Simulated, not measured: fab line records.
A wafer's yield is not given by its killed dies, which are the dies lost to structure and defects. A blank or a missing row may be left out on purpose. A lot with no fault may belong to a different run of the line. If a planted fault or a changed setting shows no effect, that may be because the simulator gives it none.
Which tool did it? | flow berkeley cmos170 | Sampling: 14 lots, 42 wafers, 5 of 331 route steps

## WHAT THE GAUGES SHOWED, per wafer
UCB170_PWELL_THK_MEAS_03.
lot  | measured    | on            | PWELL_OXIDE_THK (nm)
L452 | day 2 18:56 | film metro-02 | 27.1 26.9 26.8
L453 | day 3 00:23 | film metro-02 | 27.5 27.2 26.9
L454 | day 3 00:23 | film metro-03 | 26.1 26.8 26.4
L455 | day 3 11:38 | film metro-02 | 25.9 25.7 25.7
L456 | day 3 15:53 | film metro-03 | 26.5 26.2 26.5
L458 | day 4 01:22 | film metro-03 | 26.1 26.3 26.3
L457 | day 4 01:24 | film metro-03 | 26.2 26.6 26.4
L459 | day 4 01:26 | film metro-02 | 26.2 26.4 26.6
L465 | day 5 09:44 | film metro-02 | 25.5 25.7 25.9
L467 | day 5 22:18 | film metro-04 | 27.4 27.5 27.0
L469 | day 6 07:31 | film metro-02 | 26.8 27.0 26.6
L470 | day 6 07:31 | film metro-04 | 26.1 26.6 27.0
L472 | day 7 00:07 | film metro-04 | 26.1 26.1 26.2
L473 | day 7 00:08 | film metro-03 | 25.3 25.7 25.5

UCB170_ACTIVE_THK_MEAS_03.
lot  | measured    | on            | ACTIVE_OXIDE_THK (nm)
L452 | day 4 02:34 | film metro-02 | 26.0 26.5 25.8
L453 | day 4 02:34 | film metro-04 | 26.6 25.9 25.9
L454 | day 4 02:34 | film metro-01 | 26.4 26.3 26.5
L455 | day 4 17:13 | film metro-01 | 27.2 27.1 27.5
L456 | day 5 05:28 | film metro-02 | 26.5 26.1 26.4
L458 | day 5 11:32 | film metro-04 | 26.1 26.1 26.2
L457 | day 5 11:31 | film metro-02 | 25.6 26.2 25.7
L459 | day 5 11:32 | film metro-01 | 26.3 26.4 26.6
L465 | day 6 13:05 | film metro-04 | 26.9 26.5 26.6
L467 | day 7 05:03 | film metro-01 | 25.5 26.3 26.4
L469 | day 7 12:15 | film metro-01 | 25.8 26.1 25.4
L470 | day 7 12:11 | film metro-01 | 25.5 26.0 26.2
L472 | day 8 04:33 | film metro-01 | 25.9 25.7 25.9
L473 | day 8 04:34 | film metro-04 | 26.1 26.5 25.9

UCB170_SACOX_THK_MEAS_02.
lot  | measured    | on            | SACOX_OXIDE_THK (nm)
L452 | day 5 12:32 | film metro-01 | 14.16 14.30 14.38
L453 | day 5 12:32 | film metro-03 | 14.04 14.28 14.08
L454 | day 5 12:32 | film metro-04 | 13.74 13.88 14.21
L455 | day 6 02:29 | film metro-04 | 14.28 13.83 14.07
L456 | day 6 18:38 | film metro-03 | 14.27 14.31 14.44
L458 | day 6 18:35 | film metro-04 | 14.02 14.23 14.56
L457 | day 6 18:34 | film metro-03 | 14.35 14.33 14.65
L459 | day 6 18:35 | film metro-01 | 14.47 14.44 14.55
L465 | day 7 15:13 | film metro-04 | 14.21 14.25 14.41
L467 | day 8 07:44 | film metro-03 | 14.15 14.04 14.16
L469 | day 8 15:31 | film metro-01 | 14.01 14.29 14.09
L470 | day 8 15:31 | film metro-03 | 14.25 14.16 14.22
L472 | day 9 09:16 | film metro-03 | 14.50 14.62 14.71
L473 | day 9 09:17 | film metro-04 | 14.72 14.45 14.76

UCB170_NVT_TW_MEAS_09.
lot  | measured    | on            | NVT_TW
L452 | day 5 21:02 | film metro-03 | 514 510 513
L453 | day 5 20:47 | film metro-01 | 533 532 531
L454 | day 5 21:19 | film metro-01 | 536 533 536
L455 | day 6 13:46 | film metro-02 | 517 520 516
L456 | day 7 02:49 | film metro-02 | 521 519 522
L458 | day 7 02:50 | film metro-03 | 436 435 437
L457 | day 7 03:06 | film metro-02 | 519 519 520
L459 | day 7 03:07 | film metro-01 | 448 447 445
L465 | day 8 01:07 | film metro-02 | 525 525 524
L467 | day 8 18:23 | film metro-03 | 511 511 512
L469 | day 8 23:16 | film metro-01 | 531 533 530
L470 | day 8 23:29 | film metro-02 | 524 523 522
L472 | day 9 16:23 | film metro-01 | 528 530 528
L473 | day 9 16:18 | film metro-03 | 516 512 512

## WHICH TOOL RAN EACH LOT (tool, then ch and the chambers of the sampled wafers, then the start)
lot  | UCB170_NVT_IMPLANT_07
L452 | implanter-02 ch 0, day 5 20:47
L453 | implanter-03 ch 0, day 5 20:32
L454 | implanter-03 ch 0, day 5 21:04
L455 | implanter-02 ch 0, day 6 13:32
L456 | implanter-04 ch 0, day 7 02:34
L458 | implanter-02 ch 0, day 7 02:37
L457 | implanter-04 ch 0, day 7 02:51
L459 | implanter-02 ch 0, day 7 02:52
L465 | implanter-03 ch 0, day 8 00:52
L467 | implanter-04 ch 0, day 8 18:08
L469 | implanter-03 ch 0, day 8 23:01
L470 | implanter-04 ch 0, day 8 23:16
L472 | implanter-04 ch 0, day 9 16:10
L473 | implanter-03 ch 0, day 9 16:05
- UCB170_NVT_IMPLANT_07

## WHAT THE TOOLS THEMSELVES READ (means of the sampled wafers that have a number; where no wafer has one, the mark that the record gives instead)
UCB170_NVT_IMPLANT_07.
lot  | tool         | dose ions cm2 | faraday current uA | tilt deg (degrees)
L452 | implanter-02 | 3e+12         | 9.58               | 7.009
L453 | implanter-03 | 3e+12         | 9.41               | 6.991
L454 | implanter-03 | 3e+12         | 9.60               | 7.005
L455 | implanter-02 | 3e+12         | 9.64               | 6.986
L456 | implanter-04 | 3e+12         | 9.47               | 6.984
L458 | implanter-02 | 2e+12         | 5.48               | 6.985
L457 | implanter-04 | 3e+12         | 9.65               | 7.023
L459 | implanter-02 | 2e+12         | 5.40               | 7.012
L465 | implanter-03 | 3e+12         | 9.60               | 7.015
L467 | implanter-04 | 3e+12         | 9.64               | 7.016
L469 | implanter-03 | 3e+12         | 9.64               | 6.992
L470 | implanter-04 | 3e+12         | 9.39               | 7.002
L472 | implanter-04 | 3e+12         | 9.61               | 7.017
L473 | implanter-03 | 3e+12         | 9.59               | 6.992

## THE ANSWER, worked out from the rows above alone
Rule: what is usual is taken from the lots themselves. The widest of any qualifying gaps counts: lots, ordered by their means at a reading, are off when they make up no more than a third of the lots, leave a main group of 4 or more, and stand apart from it by 3 or more times the standard deviation of that group's means. Not used: any main group whose means are identical at the precision the tables above print for the reading. Also off: a lot with no number at a reading for which 4 or more lots have one. All remaining lots with rows at the step are treated as sound. After the gauges, taken in route order, come the tools' own readings; for these a lot's mean is taken, as printed above. At the first step where some lot is off, the reading lying furthest off is the one used; lots without a number count as furthest.
Off: L458, L459, seen at UCB170_NVT_TW_MEAS_09 (NVT_TW). For the main group the mean is 522 and the standard deviation 7.7.
A tool fits if, at a process step before that reading, it ran every lot that is off, and no sound lot after the first of them. The gauges at UCB170_NVT_TW_MEAS_09 aren't tried: what is off there is off at UCB170_NVT_IMPLANT_07 too, on other tools, and a gauge's error can't cause that. One fits: UCB170_NVT_IMPLANT_07 on implanter-02. Its last sound lot is L455 (day 6 13:32), its first lot that is off L458 (day 7 02:37): a fault that began between those two fits.
The tool's own readings at UCB170_NVT_IMPLANT_07 bear it out: on the lots that are off they differ by more than 5 times the standard deviation of the sound lots' means. dose ions cm2 reads 2e+12 there against 3e+12 on the sound lots; faraday current uA reads 5.44 there against 9.57 on the sound lots.

## WHAT WAS PUT IN BY THE SIMULATOR
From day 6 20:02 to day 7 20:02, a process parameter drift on implanter-02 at UCB170_NVT_IMPLANT_07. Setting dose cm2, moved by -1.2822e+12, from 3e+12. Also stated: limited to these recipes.
Shown lots that were struck: L458, L459. The rule above reached the same finding.
